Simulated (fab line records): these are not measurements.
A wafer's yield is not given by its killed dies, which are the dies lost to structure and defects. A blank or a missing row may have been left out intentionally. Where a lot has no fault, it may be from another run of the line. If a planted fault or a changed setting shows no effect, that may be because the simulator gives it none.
fab line records | flow berkeley_cmos170
record lots=6 | wafers=18 | last_day=12
route steps=331 shown M2@277 M3@331
lots that met no fault: taken from a fault-free run of the same line
start_h: the number of hours between the record's first day and the start of the first shown wafer of the lot | wait_h: how many hours have passed since the lot's step before this one | " identical to the entry in the row above | L1.1+2: a single row standing in for several wafers | - no value, or no start given | * or withheld: withheld | < > ~ a bound
route shown NAME@n: names a module that has steps shown in the file, with the first one's number in the route | usual: average and standard deviation across the fault-free wafers | same: alike in all rows | chamber/n: place in a boat | sites: the reading at each site | _std_site: the standard deviation of these | _edge_site: the outer-site mean with the inner-site mean subtracted | radius_mm: how far each site lies from the wafer's centre | mask NAME#n: copy n | behind: the tool/chamber that last shaped the wafer | hold: the reason the lot was held/the length of the hold in hours/how it ended | device: the n, p or np transistor that did not switch | end of line: the same wafers' tests at the end of the route | for a step that has no rows: nothing shown but its recipe | killed: dies that structure and defects cost at the first sort, which is not the same as the wafer's yield | map: shows each die of a wafer: x if killed, . if not, _ if none is there
set.NAME: setting as actually run; set.NAME@STEP: the setting as run at that earlier step | model.NAME: the simulator's own value behind a step, which no gauge read
a table for each step, a row for each wafer; lots at some steps of the route
services: the hour from which a tool's chamber was out of use, counted from the record's first day as start_h (under 0 if before that day), plus the number of hours and why
## steps
# step UCB170_M2_SOFTBAKE_06
# recipe resist=KrF | temp_c=130 | time_s=60
# step UCB170_M2_STRIP_07
# recipe chemistry=O2 | power_w=400 | pressure_mtorr=3500 | platen_temp_c=withheld | o2_flow_sccm=394.8 | overash_fraction=0.5
# usual drypump_motor_current_A=5.76/0.23 | oes_product_au=0.733/0.0045 | strip_time_to_endpoint_s=22.01/0.063
lot.wafer | tool            | chamber | start_h | wait_h | drypump_motor_current_A | oes_product_au | rf_hours_counter_h | strip_time_to_endpoint_s
L457.1    | plasma_asher-03 | 0       | 210.69  | 0.1    | 6.05                    | 0.737          | 42                 | 22.00
L457.5    | "               | 0       | "       | "      | 6.06                    | 0.735          | -                  | 21.97
L457.6    | "               | 1       | "       | "      | 6.05                    | 0.735          | -                  | 22.02
L459.4    | plasma_asher-01 | 0       | 219.54  | 0.1    | 5.46                    | 0.732          | -                  | 22.02
L459.5    | "               | 0       | "       | "      | 5.45                    | 0.734          | -                  | 22.10
L459.6    | "               | 1       | "       | "      | 5.63                    | 0.733          | -                  | 22.19
L461.1    | plasma_asher-01 | 1       | 228.64  | 0.1    | 5.64                    | 0.734          | 53                 | 21.94
L461.2    | "               | 0       | "       | "      | 5.46                    | 0.731          | 53                 | 21.96
L461.3    | "               | 1       | "       | "      | 5.63                    | 0.734          | -                  | 21.94
L463.4    | plasma_asher-01 | 1       | 229.27  | 0.1    | 5.63                    | 0.735          | -                  | 22.07
L463.5    | "               | 1       | "       | "      | 5.64                    | 0.739          | -                  | 22.06
L463.6    | "               | 0       | "       | "      | 5.44                    | 0.731          | -                  | 22.11
L467.2    | plasma_asher-02 | 1       | 247.43  | 0.1    | 5.57                    | 0.733          | 14                 | 22.07
L467.3    | "               | 0       | "       | "      | 5.92                    | 0.731          | -                  | 22.05
L467.5    | "               | 1       | "       | "      | 5.59                    | 0.732          | -                  | 21.97
L469.1    | plasma_asher-01 | 1       | 273.01  | 0.1    | 5.65                    | 0.738          | 58                 | 21.93
L469.3    | "               | 1       | "       | "      | 5.64                    | 0.732          | -                  | 21.96
L469.6    | "               | 1       | "       | "      | 5.64                    | 0.732          | -                  | 21.96
# step UCB170_M2_STRIP_08
# recipe chemistry=DMSO | temp_c=80 | time_s=600 | material=KrF
# step UCB170_M2_COAT_09
# recipe resist=BARC | temp_c=withheld | time_s=withheld | spin_rpm=3000 | resist_thk_nm=withheld
# step UCB170_M2_COAT_10
# recipe resist=KrF | spin_rpm=1500 | resist_thk_nm=900
# step UCB170_M2_SOFTBAKE_11
# recipe resist=KrF | temp_c=130 | time_s=60
# step UCB170_M2_EXPOSE_12
# recipe mask_id=METAL2 | target_cd_nm=700 | na=0.5 | sigma_outer=0.6 | source_shape=conventional | dose_mj=26
# step UCB170_M2_PEB_13
# recipe peb_temp_c=130 | peb_time_s=withheld | resist=KrF
# step UCB170_M2_DEVELOP_14
# recipe developer=TMAH | develop_time_s=45 | resist=KrF | dev_temp_c=21
# step UCB170_M2_CD_MEAS_15
# recipe target_cd_nm=700
# usual cd_nm=699.6/1.5
lot.wafer | tool      | chamber | start_h | wait_h | cd_nm
L457.1    | cd_sem-02 | -       | 212.14  | -      | 700.9
L457.5    | "         | -       | "       | "      | 700.6
L457.6    | "         | -       | "       | "      | 700.3
L459.4    | cd_sem-02 | -       | 220.97  | -      | 700.4
L459.5    | "         | -       | "       | "      | 699.4
L459.6    | "         | -       | "       | "      | 701.1
L461.1    | cd_sem-02 | -       | 230.91  | -      | 700.1
L461.2    | "         | -       | "       | "      | 700.6
L461.3    | "         | -       | "       | "      | 699.8
L463.4    | cd_sem-02 | -       | 231.25  | -      | 698.5
L463.5    | "         | -       | "       | "      | 698.0
L463.6    | "         | -       | "       | "      | 699.1
L467.2    | cd_sem-02 | -       | 248.56  | -      | 696.7
L467.3    | "         | -       | "       | "      | 698.3
L467.5    | "         | -       | "       | "      | 697.6
L469.1    | cd_sem-02 | -       | 274.53  | -      | 699.2
L469.3    | "         | -       | "       | "      | 700.0
L469.6    | "         | -       | "       | "      | 699.0
# step UCB170_M2_OVL_MEAS_16
# usual M2_OVL=-1/4.7
lot.wafer | tool       | chamber | start_h | wait_h | M2_OVL[nm]
L457.1    | overlay-01 | -       | 212.26  | 0.1    | 3
L457.5    | "          | -       | "       | "      | 4
L457.6    | "          | -       | "       | "      | 2
L459.4    | overlay-02 | -       | 221.05  | 0.1    | 3
L459.5    | "          | -       | "       | "      | 2
L459.6    | "          | -       | "       | "      | -4
L461.1    | overlay-02 | -       | 231.03  | 0.1    | 6
L461.2    | "          | -       | "       | "      | 1
L461.3    | "          | -       | "       | "      | 3
L463.4    | overlay-02 | -       | 231.32  | 0.1    | -2
L463.5    | "          | -       | "       | "      | 1
L463.6    | "          | -       | "       | "      | 4
L467.2    | overlay-01 | -       | 248.67  | 0.1    | 2
L467.3    | "          | -       | "       | "      | 6
L467.5    | "          | -       | "       | "      | -1
L469.1    | overlay-01 | -       | 274.65  | 0.1    | 1
L469.3    | "          | -       | "       | "      | -5
L469.6    | "          | -       | "       | "      | -6
# step UCB170_M2_ETCH_17
# recipe chemistry=N2/H2 | target_depth_a=withheld | overetch_a=withheld | target=BARC | time_s=withheld | source_w=500 | bias_w=100 | pressure_mtorr=30 | n2_flow_sccm=100 | h2_flow_sccm=200
# usual drypump_motor_current_A=5.8/0.31 | oes_product_au=1.005/0.02 | throttle_valve_pct=13.30/0.19
lot.wafer | tool        | chamber | start_h | wait_h | drypump_motor_current_A | oes_product_au | throttle_valve_pct
L457.1    | rie_diel-04 | 2       | 212.30  | 0.0    | 6.4                     | 0.973          | 13.35
L457.5    | "           | 0       | "       | "      | 5.5                     | 1.003          | 13.14
L457.6    | "           | 1       | "       | "      | 6.0                     | 1.029          | 13.19
L459.4    | rie_diel-03 | 2       | 221.09  | 0.0    | 5.5                     | 1.003          | 13.07
L459.5    | "           | 1       | "       | "      | 6.3                     | 1.005          | 13.60
L459.6    | "           | 0       | "       | "      | 5.9                     | 1.002          | 13.71
L461.1    | rie_diel-03 | 2       | 231.07  | 0.0    | 5.5                     | 1.015          | 13.06
L461.2    | "           | 3       | "       | "      | 5.3                     | 1.033          | 13.13
L461.3    | "           | 1       | "       | "      | 6.4                     | 1.018          | 13.60
L463.4    | rie_diel-01 | 1       | 231.34  | 0.0    | 5.7                     | 0.980          | 13.23
L463.5    | "           | 1       | "       | "      | 5.7                     | 0.981          | 13.23
L463.6    | "           | 0       | "       | "      | 6.1                     | 1.031          | 13.25
L467.2    | rie_diel-03 | 1       | 248.70  | 0.0    | 6.4                     | 1.009          | 13.59
L467.3    | "           | 3       | "       | "      | 5.3                     | 1.043          | 13.11
L467.5    | "           | 2       | "       | "      | 5.5                     | 0.999          | 13.06
L469.1    | rie_diel-04 | 2       | 274.69  | 0.0    | 6.4                     | 0.973          | 13.35
L469.3    | "           | 1       | "       | "      | 6.0                     | 1.012          | 13.18
L469.6    | "           | 1       | "       | "      | 6.0                     | 1.007          | 13.20
# step UCB170_M2_METAL_ETCH_18
# recipe chemistry=Cl2/BCl3 | target=Al | stop_on=SiO2 | pressure_mtorr=12 | target_depth_a=11700 | over_etch_frac=0.3 | time_s=195 | icp_w=600 | bias_w=120 | Cl2_flow_sccm=90 | bcl3_flow_sccm=45
# usual drypump_motor_current_A=5.8/0.38 | oes_product_au=0.859/0.011 | throttle_valve_pct=24.53/0.3
lot.wafer | tool         | chamber | start_h | wait_h | drypump_motor_current_A | oes_product_au | rf_hours_counter_h | throttle_valve_pct | model.KrF_of_M2_COAT_10.thk_nm | model.SiO2_of_V1_CVD_00.thk_nm | model.M2.cd_nm
L457.1    | rie_metal-04 | 1       | 212.34  | -      | 5.8                     | 0.857          | 2                  | 24.75              | 208.2                          | 938.4                          | 698.6
L457.5    | "            | 1       | "       | "      | 5.9                     | 0.860          | -                  | 24.75              | 208.6                          | 938.1                          | 698.2
L457.6    | "            | 0       | "       | "      | 6.2                     | 0.838          | -                  | 24.75              | 213.3                          | 937.5                          | 698.3
L459.4    | rie_metal-03 | 1       | 221.17  | -      | 5.2                     | 0.860          | -                  | 24.89              | 219.3                          | 939.1                          | 701
L459.5    | "            | 1       | "       | "      | 5.3                     | 0.878          | -                  | 24.88              | 214.1                          | 938.4                          | 701.2
L459.6    | "            | 0       | "       | "      | 6.0                     | 0.868          | -                  | 23.97              | 214                            | 940.7                          | 701.1
L461.1    | rie_metal-02 | 1       | 231.11  | -      | 6.3                     | 0.852          | 1                  | 24.32              | 205.5                          | 938.4                          | 699.1
L461.2    | "            | 0       | "       | "      | 5.4                     | 0.861          | 9                  | 24.43              | 216.3                          | 938.6                          | 697.3
L461.3    | "            | 0       | "       | "      | 5.4                     | 0.863          | -                  | 24.42              | 211.3                          | 938.7                          | 698.2
L463.4    | rie_metal-04 | 1       | 231.45  | -      | 5.8                     | 0.868          | -                  | 24.75              | 336.8                          | 949.3                          | 706.2
L463.5    | "            | 0       | "       | "      | 6.2                     | 0.848          | -                  | 24.74              | 343.4                          | 948.7                          | 709.6
L463.6    | "            | 1       | "       | "      | 5.8                     | 0.869          | -                  | 24.74              | 336.9                          | 949.5                          | 707.8
L467.2    | rie_metal-04 | 1       | 248.74  | -      | 5.9                     | 0.853          | 3                  | 24.74              | 344.3                          | 950                            | 703.3
L467.3    | "            | 1       | "       | "      | 5.9                     | 0.855          | -                  | 24.75              | 342.9                          | 949.4                          | 702.6
L467.5    | "            | 1       | "       | "      | 5.8                     | 0.860          | -                  | 24.75              | 345.7                          | 949.3                          | 699.1
L469.1    | rie_metal-02 | 0       | 274.73  | -      | 5.4                     | 0.868          | 10                 | 24.42              | 199                            | 937                            | 698.3
L469.3    | "            | 1       | "       | "      | 6.3                     | 0.861          | -                  | 24.33              | 189.3                          | 938.5                          | 704.5
L469.6    | "            | 1       | "       | "      | 6.3                     | 0.860          | -                  | 24.30              | 196.2                          | 937.8                          | 702.3
# step UCB170_M2_STRIP_19
# recipe chemistry=O2 | power_w=400 | pressure_mtorr=3500 | platen_temp_c=withheld | o2_flow_sccm=400 | overash_fraction=0.5
# usual drypump_motor_current_A=5.82/0.24 | oes_product_au=0.538/0.0088
lot.wafer | tool            | chamber | start_h | wait_h | drypump_motor_current_A | oes_product_au | rf_hours_counter_h
L457.1    | plasma_asher-03 | 1       | 212.53  | 0.1    | 6.05                    | 0.539          | 42
L457.5    | "               | 0       | "       | "      | 6.08                    | 0.543          | -
L457.6    | "               | 1       | "       | "      | 6.05                    | 0.538          | -
L459.4    | plasma_asher-01 | 1       | 221.33  | 0.1    | 5.64                    | 0.549          | -
L459.5    | "               | 1       | "       | "      | 5.63                    | 0.544          | -
L459.6    | "               | 0       | "       | "      | 5.45                    | 0.542          | -
L461.1    | plasma_asher-03 | 1       | 231.30  | 0.1    | 6.06                    | 0.536          | 44
L461.2    | "               | 0       | "       | "      | 6.09                    | 0.551          | 44
L461.3    | "               | 1       | "       | "      | 6.05                    | 0.541          | -
L463.4    | plasma_asher-03 | 1       | 231.61  | 0.1    | 6.06                    | 0.666          | -
L463.5    | "               | 1       | "       | "      | 6.05                    | 0.677          | -
L463.6    | "               | 0       | "       | "      | 6.08                    | 0.666          | -
L467.2    | plasma_asher-02 | 0       | 248.93  | 0.1    | 5.92                    | 0.679          | 14
L467.3    | "               | 0       | "       | "      | 5.90                    | 0.684          | -
L467.5    | "               | 0       | "       | "      | 5.92                    | 0.673          | -
L469.1    | plasma_asher-01 | 0       | 274.91  | 0.1    | 5.46                    | 0.518          | 58
L469.3    | "               | 0       | "       | "      | 5.46                    | 0.512          | -
L469.6    | "               | 0       | "       | "      | 5.45                    | 0.526          | -
# step UCB170_M2_CD_MEAS_90
# recipe target_cd_nm=700
# usual cd_nm=699.2/2.9
lot.wafer | tool      | chamber | start_h | wait_h | cd_nm
L457.1    | cd_sem-02 | -       | 212.63  | 0.1    | 698.4
L457.5    | "         | -       | "       | "      | 698.0
L457.6    | "         | -       | "       | "      | 698.4
L459.4    | cd_sem-01 | -       | 221.52  | 0.2    | 701.1
L459.5    | "         | -       | "       | "      | 700.7
L459.6    | "         | -       | "       | "      | 701.3
L461.1    | cd_sem-01 | -       | 231.40  | 0.1    | 699.1
L461.2    | "         | -       | "       | "      | 697.3
L461.3    | "         | -       | "       | "      | 698.3
L463.4    | cd_sem-02 | -       | 231.73  | 0.1    | 706.5
L463.5    | "         | -       | "       | "      | 709.5
L463.6    | "         | -       | "       | "      | 708.0
L467.2    | cd_sem-02 | -       | 249.05  | 0.1    | 703.5
L467.3    | "         | -       | "       | "      | 702.8
L467.5    | "         | -       | "       | "      | 699.2
L469.1    | cd_sem-02 | -       | 275.01  | 0.1    | 698.4
L469.3    | "         | -       | "       | "      | 704.8
L469.6    | "         | -       | "       | "      | 702.8
# step UCB170_M3_PROBE_99
lot.wafer | tool      | chamber | start_h | wait_h | model.etest.antenna_m2.vt_shift_v
L457.1    | prober-02 | -       | 219.79  | 0.1    | -0.0123
L457.5    | prober-02 | -       | 219.99  | 0.2    | -0.008355
L457.6    | prober-02 | -       | 220.04  | 0.2    | -0.01175
L459.4    | prober-01 | -       | 228.52  | 0.2    | -0.01439
L459.5    | prober-01 | -       | 228.57  | 0.2    | -0.014
L459.6    | prober-01 | -       | 228.62  | 0.2    | -0.01292
L461.1    | prober-02 | -       | 236.60  | 0.1    | -0.01479
L461.2    | prober-02 | -       | 236.65  | 0.1    | -0.01466
L461.3    | prober-02 | -       | 236.70  | 0.2    | -0.0106
L463.4    | prober-02 | -       | 237.36  | 0.2    | -0.004023
L463.5    | prober-02 | -       | 237.41  | 0.2    | -0.002139
L463.6    | prober-02 | -       | 237.46  | 0.2    | -0.01019
L467.2    | prober-02 | -       | 254.60  | 0.1    | -0.007008
L467.3    | prober-02 | -       | 254.65  | 0.2    | -0.007231
L467.5    | prober-02 | -       | 254.75  | 0.2    | -0.003689
L469.1    | prober-02 | -       | 280.96  | 0.1    | -0.01419
L469.3    | prober-02 | -       | 281.06  | 0.2    | -0.01116
L469.6    | prober-02 | -       | 281.21  | 0.2    | -0.01475
# killed by level:class
L457.1 GATE:geometric_particle:short=1 NWELL:area_etch=1
L457.5 SCREENOX:geometric_particle:open=1 SILICIDE:geometric_particle:short=1
L459.4 SPACER:geometric_particle:open=1 M3:geometric_particle:short=1
L459.5 SACOX:geometric_particle:short=1 SILICIDE:geometric_particle:short=1
L459.6 SACOX:geometric_particle:short=1 SACOX:geometric_particle:open=1 GATE:geometric_particle:open=1 SPACER:geometric_particle:open=1 SILICIDE:geometric_particle:open=1 M3:geometric_particle:open=1
L461.1 GATE:geometric_particle:short=2 SPACER:geometric_particle:open=1 V1:geometric_particle:open=1
L461.2 V2:geometric_particle:open=1 M3:geometric_particle:short=1
L461.3 SACOX:geometric_particle:short=1 SPACER:geometric_particle:short=1 CONTACT:geometric_particle:open=1
L469.3 GATE:geometric_particle:short=2 WELLDRIVE:geometric_particle:open=1 GATE:geometric_particle:open=1
L469.6 SACOX:geometric_particle:open=1 GATE:geometric_particle:open=1 M1:geometric_particle:short=1 NWELL:area_etch=1
## services
tool            | chamber | start_h | hours | kind
rie_diel-03     | -       | 199.77  | 1.8   | repair
rie_diel-03     | 3       | 216.75  | 13.6  | repair
rie_diel-04     | 0       | 218.78  | 1.7   | repair
rie_metal-03    | -       | 235.58  | 0.1   | repair
rie_diel-01     | -       | 235.87  | 0.1   | repair
plasma_asher-03 | -       | 242.82  | 0.3   | repair
rie_diel-04     | 0       | 246.34  | 4.7   | repair
## key
first_sign step=UCB170_M2_STRIP_19 | reading=oes_product_au | direction=up | sigmas=15 | usual=0.538 | struck=0.674
effect step=UCB170_M2_CD_MEAS_90 | reading=cd_nm | direction=up | sigmas=2 | usual=699.2 | struck=704.9
model_effect step=UCB170_M2_METAL_ETCH_18 | value=KrF_of_M2_COAT_10.thk_nm | without=216.1 | struck=341.7
model_effect step=UCB170_M3_PROBE_99 | value=etest.antenna_m2.vt_shift_v | without=-0.01183 | struck=-0.005713
met_at UCB170_M2_METAL_ETCH_18
struck_wafers L463.4,L463.5,L463.6,L467.2,L467.3,L467.5
sort_left_out L463.4,L463.5,L463.6,L467.2,L467.3,L467.5
onset_between 212.34 231.45
fault kind=process_parameter_drift | tool=rie_metal-04 | chamber=- | onset_h=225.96 | steps=UCB170_M2_METAL_ETCH_18 | channel=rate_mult | offset=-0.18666 | shape=step | end_h=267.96
# sort_left_out: the simulated sort isn't trusted on such a fault, so these wafers' sort isn't shown, and their yield isn't known
